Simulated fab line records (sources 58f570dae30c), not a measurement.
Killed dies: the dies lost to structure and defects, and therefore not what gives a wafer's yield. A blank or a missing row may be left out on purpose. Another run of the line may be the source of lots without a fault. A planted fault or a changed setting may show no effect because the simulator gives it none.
Split-lot study :: flow berkeley cmos170 :: route with 331 steps; 5 lots, 23 wafers read

== THE SPLIT ITSELF ==
At UCB170_CONTACT_COAT_04 (resist thk 900 nm), the setting spin rpm was moved away from the recipe's 1500 rpm on 5 of the 23 wafers read, by -7.0% to -4.4%. For the rest of the wafers, this setting stayed at what the recipe calls for.

The reading comes from the split's own step.

== THE READING ==
KrF_of_CONTACT_COAT_04.thk nm (the simulator's own value, which no gauge read), in nm, at UCB170_CONTACT_COAT_04 (resist thk 900 nm). No usual value for it is given in the file. Here, 18 wafers ran the recipe; their average is 900.4 nm with a standard deviation of 3.2 nm.

wafer: L076.1
tool, chamber at the split: litho track-03, 0
spin rpm as run, rpm: 1500
against the recipe: recipe
KrF_of_CONTACT_COAT_04.thk nm, nm: 899.1
against lot-mates on the recipe: -

wafer: L076.2
tool, chamber at the split: litho track-03, 0
spin rpm as run, rpm: 1500
against the recipe: recipe
KrF_of_CONTACT_COAT_04.thk nm, nm: 899.6
against lot-mates on the recipe: -

wafer: L076.3
tool, chamber at the split: litho track-03, 0
spin rpm as run, rpm: 1500
against the recipe: recipe
KrF_of_CONTACT_COAT_04.thk nm, nm: 898.1
against lot-mates on the recipe: -

wafer: L076.4
tool, chamber at the split: litho track-03, 0
spin rpm as run, rpm: 1500
against the recipe: recipe
KrF_of_CONTACT_COAT_04.thk nm, nm: 895.4
against lot-mates on the recipe: -

wafer: L076.6
tool, chamber at the split: litho track-03, 0
spin rpm as run, rpm: 1500
against the recipe: recipe
KrF_of_CONTACT_COAT_04.thk nm, nm: 901.1
against lot-mates on the recipe: -

wafer: L077.1
tool, chamber at the split: litho track-01, 0
spin rpm as run, rpm: 1500
against the recipe: recipe
KrF_of_CONTACT_COAT_04.thk nm, nm: 902.3
against lot-mates on the recipe: -

wafer: L077.2
tool, chamber at the split: litho track-01, 0
spin rpm as run, rpm: 1500
against the recipe: recipe
KrF_of_CONTACT_COAT_04.thk nm, nm: 901.4
against lot-mates on the recipe: -

wafer: L077.3
tool, chamber at the split: litho track-01, 0
spin rpm as run, rpm: 1500
against the recipe: recipe
KrF_of_CONTACT_COAT_04.thk nm, nm: 903.9
against lot-mates on the recipe: -

wafer: L077.4
tool, chamber at the split: litho track-01, 0
spin rpm as run, rpm: 1500
against the recipe: recipe
KrF_of_CONTACT_COAT_04.thk nm, nm: 902.1
against lot-mates on the recipe: -

wafer: L077.6
tool, chamber at the split: litho track-01, 0
spin rpm as run, rpm: 1500
against the recipe: recipe
KrF_of_CONTACT_COAT_04.thk nm, nm: 904.3
against lot-mates on the recipe: -

wafer: L079.1
tool, chamber at the split: litho track-02, 0
spin rpm as run, rpm: 1500
against the recipe: recipe
KrF_of_CONTACT_COAT_04.thk nm, nm: 898.5
against lot-mates on the recipe: -

wafer: L079.2
tool, chamber at the split: litho track-02, 0
spin rpm as run, rpm: 1395
against the recipe: -7.0%
KrF_of_CONTACT_COAT_04.thk nm, nm: 930.6
against lot-mates on the recipe: +34.7

wafer: L079.4
tool, chamber at the split: litho track-02, 0
spin rpm as run, rpm: 1500
against the recipe: recipe
KrF_of_CONTACT_COAT_04.thk nm, nm: 894.8
against lot-mates on the recipe: -

wafer: L079.5
tool, chamber at the split: litho track-02, 0
spin rpm as run, rpm: 1500
against the recipe: recipe
KrF_of_CONTACT_COAT_04.thk nm, nm: 894.4
against lot-mates on the recipe: -

wafer: L079.6
tool, chamber at the split: litho track-02, 0
spin rpm as run, rpm: 1395
against the recipe: -7.0%
KrF_of_CONTACT_COAT_04.thk nm, nm: 931.3
against lot-mates on the recipe: +35.4

wafer: L081.1
tool, chamber at the split: litho track-01, 0
spin rpm as run, rpm: 1434
against the recipe: -4.4%
KrF_of_CONTACT_COAT_04.thk nm, nm: 921.9
against lot-mates on the recipe: +21.0

wafer: L081.2
tool, chamber at the split: litho track-01, 0
spin rpm as run, rpm: 1434
against the recipe: -4.4%
KrF_of_CONTACT_COAT_04.thk nm, nm: 919.9
against lot-mates on the recipe: +19.0

wafer: L081.4
tool, chamber at the split: litho track-01, 0
spin rpm as run, rpm: 1434
against the recipe: -4.4%
KrF_of_CONTACT_COAT_04.thk nm, nm: 922.3
against lot-mates on the recipe: +21.4

wafer: L081.5
tool, chamber at the split: litho track-01, 0
spin rpm as run, rpm: 1500
against the recipe: recipe
KrF_of_CONTACT_COAT_04.thk nm, nm: 900.2
against lot-mates on the recipe: -

wafer: L081.6
tool, chamber at the split: litho track-01, 0
spin rpm as run, rpm: 1500
against the recipe: recipe
KrF_of_CONTACT_COAT_04.thk nm, nm: 901.6
against lot-mates on the recipe: -

wafer: L083.1
tool, chamber at the split: litho track-02, 0
spin rpm as run, rpm: 1500
against the recipe: recipe
KrF_of_CONTACT_COAT_04.thk nm, nm: 904.8
against lot-mates on the recipe: -

wafer: L083.5
tool, chamber at the split: litho track-02, 0
spin rpm as run, rpm: 1500
against the recipe: recipe
KrF_of_CONTACT_COAT_04.thk nm, nm: 904.5
against lot-mates on the recipe: -

wafer: L083.6
tool, chamber at the split: litho track-02, 0
spin rpm as run, rpm: 1500
against the recipe: recipe
KrF_of_CONTACT_COAT_04.thk nm, nm: 901.9
against lot-mates on the recipe: -

FIT RESULTS
A straight line over all 23 wafers: KrF_of_CONTACT_COAT_04.thk nm changes by -4.49 nm for each +1% of spin rpm; r = -0.96; the points scatter about the line by 3 nm.
The same after taking each lot's own level away (the mean of its wafers on the recipe; 23 wafers): -4.89 nm for each +1%; r = -0.99; scatter 1.5 nm.
The reading moves by 34 nm for the largest change in spin rpm, on that fit.
The span of the lots' own levels, 895.90 to 903.73 nm, comes to 2.5 times the standard deviation stated above.
Consequently the slope shifts little with the lot-to-lot level, the two slopes agreeing.
Check: for one of the wafers moved furthest among these (-7.0%), held out of the fit, the line's prediction against its lot-mates is +33.9 nm. It came out at +34.7 nm against them.

== ADDITIONAL SPLITS CARRIED BY THESE WAFERS ==
Note: prior to the reading, these wafers also went through further splits. Each is held against what the fit with the lots' levels taken away leaves over:
other split on the same wafers: UCB170_PVT_COAT_01 resist thk nm
wafers away from the commonest value: 8
r with KrF_of_CONTACT_COAT_04.thk nm (lot level and that fit taken away): +0.00

other split on the same wafers: UCB170_PLDD_COAT_01 resist thk nm
wafers away from the commonest value: 6
r with KrF_of_CONTACT_COAT_04.thk nm (lot level and that fit taken away): -0.57

other split on the same wafers: UCB170_NLDD_IMPLANT_08 energy kev
wafers away from the commonest value: 5
r with KrF_of_CONTACT_COAT_04.thk nm (lot level and that fit taken away): +0.22

other split on the same wafers: UCB170_BACKSIDE_SOFTBAKE_02 temp c
wafers away from the commonest value: 4
r with KrF_of_CONTACT_COAT_04.thk nm (lot level and that fit taken away): +0.00

== THE WHOLE CHAIN: every reading that the file lists as answering this split, in the file's order ==
step: UCB170_CONTACT_COAT_04
what it does: resist thk 900 nm
reading: KrF_of_CONTACT_COAT_04.thk nm (the simulator's own value, which no gauge read)
change (the file's fit): -4.9 nm for each +1% of the setting
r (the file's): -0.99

step: UCB170_CONTACT_STRIP_06
what it does: strips in O2
reading: strip time to endpoint s
change (the file's fit): withheld for each +1% of the setting
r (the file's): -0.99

== THE FILE'S OWN FIT ==
KrF_of_CONTACT_COAT_04.thk nm changes by -4.9 nm for each +1% of spin rpm, r = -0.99.
